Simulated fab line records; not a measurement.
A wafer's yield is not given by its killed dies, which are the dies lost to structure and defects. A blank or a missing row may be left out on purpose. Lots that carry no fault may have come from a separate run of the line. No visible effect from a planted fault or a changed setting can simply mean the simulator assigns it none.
Lot-split experiment :: flow berkeley-cmos170 :: 23 wafers read from 5 lots, route of 331 steps

== SPLIT DETAILS ==
At UCB170_NSD_PEB_04, the setting peb-temp-c was moved away from the recipe's 130 C on 7 of the 23 wafers read, by -3.0% to +2.2%. This setting was run at the recipe's value on the other wafers.

== FROM THE SPLIT ON TO THE READING: in between, the file shows 1 step ==
- UCB170_NSD_DEVELOP_05: develop time 45 s

== THE READING ==
cd-nm, in nm, at UCB170_NSD_CD_MEAS_06 (target cd 1200 nm). Fault-free wafers of this fab line usually give 1200.8 nm, standard deviation 1.4 nm.

wafer: L076.1
tool, chamber at the split: litho-track-03, 0
peb-temp-c as run, C: 131.7
against the recipe: +1.3%
cd-nm, nm: 1211.0
against lot-mates on the recipe: +10.3

wafer: L076.2
tool, chamber at the split: litho-track-03, 0
peb-temp-c as run, C: 130
against the recipe: recipe
cd-nm, nm: 1199.5
against lot-mates on the recipe: -

wafer: L076.3
tool, chamber at the split: litho-track-03, 0
peb-temp-c as run, C: 130
against the recipe: recipe
cd-nm, nm: 1201.1
against lot-mates on the recipe: -

wafer: L076.5
tool, chamber at the split: litho-track-03, 0
peb-temp-c as run, C: 130
against the recipe: recipe
cd-nm, nm: 1201.6
against lot-mates on the recipe: -

wafer: L076.6
tool, chamber at the split: litho-track-03, 0
peb-temp-c as run, C: 131.7
against the recipe: +1.3%
cd-nm, nm: 1211.2
against lot-mates on the recipe: +10.5

wafer: L075.1
tool, chamber at the split: litho-track-03, 0
peb-temp-c as run, C: 126.1
against the recipe: -3.0%
cd-nm, nm: 1169.9
against lot-mates on the recipe: -29.4

wafer: L075.2
tool, chamber at the split: litho-track-03, 0
peb-temp-c as run, C: 126.1
against the recipe: -3.0%
cd-nm, nm: 1168.9
against lot-mates on the recipe: -30.4

wafer: L075.4
tool, chamber at the split: litho-track-03, 0
peb-temp-c as run, C: 130
against the recipe: recipe
cd-nm, nm: 1198.8
against lot-mates on the recipe: -

wafer: L075.5
tool, chamber at the split: litho-track-03, 0
peb-temp-c as run, C: 126.1
against the recipe: -3.0%
cd-nm, nm: 1167.7
against lot-mates on the recipe: -31.6

wafer: L075.6
tool, chamber at the split: litho-track-03, 0
peb-temp-c as run, C: 130
against the recipe: recipe
cd-nm, nm: 1199.9
against lot-mates on the recipe: -

wafer: L077.1
tool, chamber at the split: litho-track-01, 0
peb-temp-c as run, C: 130
against the recipe: recipe
cd-nm, nm: 1202.1
against lot-mates on the recipe: -

wafer: L077.3
tool, chamber at the split: litho-track-01, 0
peb-temp-c as run, C: 132.9
against the recipe: +2.2%
cd-nm, nm: 1220.7
against lot-mates on the recipe: +18.3

wafer: L077.4
tool, chamber at the split: litho-track-01, 0
peb-temp-c as run, C: 130
against the recipe: recipe
cd-nm, nm: 1202.0
against lot-mates on the recipe: -

wafer: L077.5
tool, chamber at the split: litho-track-01, 0
peb-temp-c as run, C: 132.9
against the recipe: +2.2%
cd-nm, nm: 1220.0
against lot-mates on the recipe: +17.6

wafer: L077.6
tool, chamber at the split: litho-track-01, 0
peb-temp-c as run, C: 130
against the recipe: recipe
cd-nm, nm: 1203.1
against lot-mates on the recipe: -

wafer: L079.1
tool, chamber at the split: litho-track-02, 0
peb-temp-c as run, C: 130
against the recipe: recipe
cd-nm, nm: 1200.3
against lot-mates on the recipe: -

wafer: L079.3
tool, chamber at the split: litho-track-02, 0
peb-temp-c as run, C: 130
against the recipe: recipe
cd-nm, nm: 1203.7
against lot-mates on the recipe: -

wafer: L079.4
tool, chamber at the split: litho-track-02, 0
peb-temp-c as run, C: 130
against the recipe: recipe
cd-nm, nm: 1201.2
against lot-mates on the recipe: -

wafer: L079.5
tool, chamber at the split: litho-track-02, 0
peb-temp-c as run, C: 130
against the recipe: recipe
cd-nm, nm: 1201.0
against lot-mates on the recipe: -

wafer: L079.6
tool, chamber at the split: litho-track-02, 0
peb-temp-c as run, C: 130
against the recipe: recipe
cd-nm, nm: 1201.8
against lot-mates on the recipe: -

wafer: L078.1
tool, chamber at the split: litho-track-03, 0
peb-temp-c as run, C: 130
against the recipe: recipe
cd-nm, nm: 1198.1
against lot-mates on the recipe: -

wafer: L078.2
tool, chamber at the split: litho-track-03, 0
peb-temp-c as run, C: 130
against the recipe: recipe
cd-nm, nm: 1200.0
against lot-mates on the recipe: -

wafer: L078.6
tool, chamber at the split: litho-track-03, 0
peb-temp-c as run, C: 130
against the recipe: recipe
cd-nm, nm: 1198.5
against lot-mates on the recipe: -

FIT RESULTS
A straight line over all 23 wafers: cd-nm changes by +9.92 nm for each +1% of peb-temp-c; r = +0.99; the points scatter about the line by 1.8 nm.
The same after taking each lot's own level away (the mean of its wafers on the recipe; 23 wafers): +9.42 nm for each +1%; r = +0.99; scatter 1.5 nm.
The reading moves by 28 nm for the largest change in peb-temp-c, on that fit.
The span of the lots' own levels, 1198.87 to 1202.40 nm, comes to 2.5 times the standard deviation stated above.
The two slopes are in agreement: the lot-to-lot level therefore moves the slope only a little.
Check: with one of the wafers moved furthest among these (-3.0%) left out of the fit, the line predicts -28.8 nm for it against its lot-mates. It came out at -29.4 nm against them.

== OTHER SPLITS APPLIED TO THESE WAFERS ==
Other splits were also applied to these wafers ahead of the reading. Each is held against what the fit with the lots' levels taken away leaves over:
other split on the same wafers: UCB170_NWELL_COAT_07 spin-rpm
wafers away from the commonest value: 6
r with cd-nm (lot level and that fit taken away): -0.12

other split on the same wafers: UCB170_ACTIVE_PEB_11 peb-temp-c
wafers away from the commonest value: 7
r with cd-nm (lot level and that fit taken away): -0.07

other split on the same wafers: UCB170_ACTIVE_STRIP_16 power-w
wafers away from the commonest value: 8
r with cd-nm (lot level and that fit taken away): +0.10

other split on the same wafers: UCB170_NVT_IMPLANT_07 energy-kev
wafers away from the commonest value: 9
r with cd-nm (lot level and that fit taken away): +0.00

other split on the same wafers: UCB170_GATE_COAT_07 resist-thk-nm
wafers away from the commonest value: 7
r with cd-nm (lot level and that fit taken away): +0.01

other split on the same wafers: UCB170_GATE_PEB_10 peb-temp-c
wafers away from the commonest value: 8
r with cd-nm (lot level and that fit taken away): +0.17

other split on the same wafers: UCB170_NLDD_STRIP_10 o2-flow-sccm
wafers away from the commonest value: 9
r with cd-nm (lot level and that fit taken away): -0.26

other split on the same wafers: UCB170_PSD_IMPLANT_08 dose-cm2
wafers away from the commonest value: 5
r with cd-nm (lot level and that fit taken away): -0.39

== THE FILE'S OWN FIT ==
cd-nm changes by +9.25 nm for each +1% of peb-temp-c, r = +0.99.
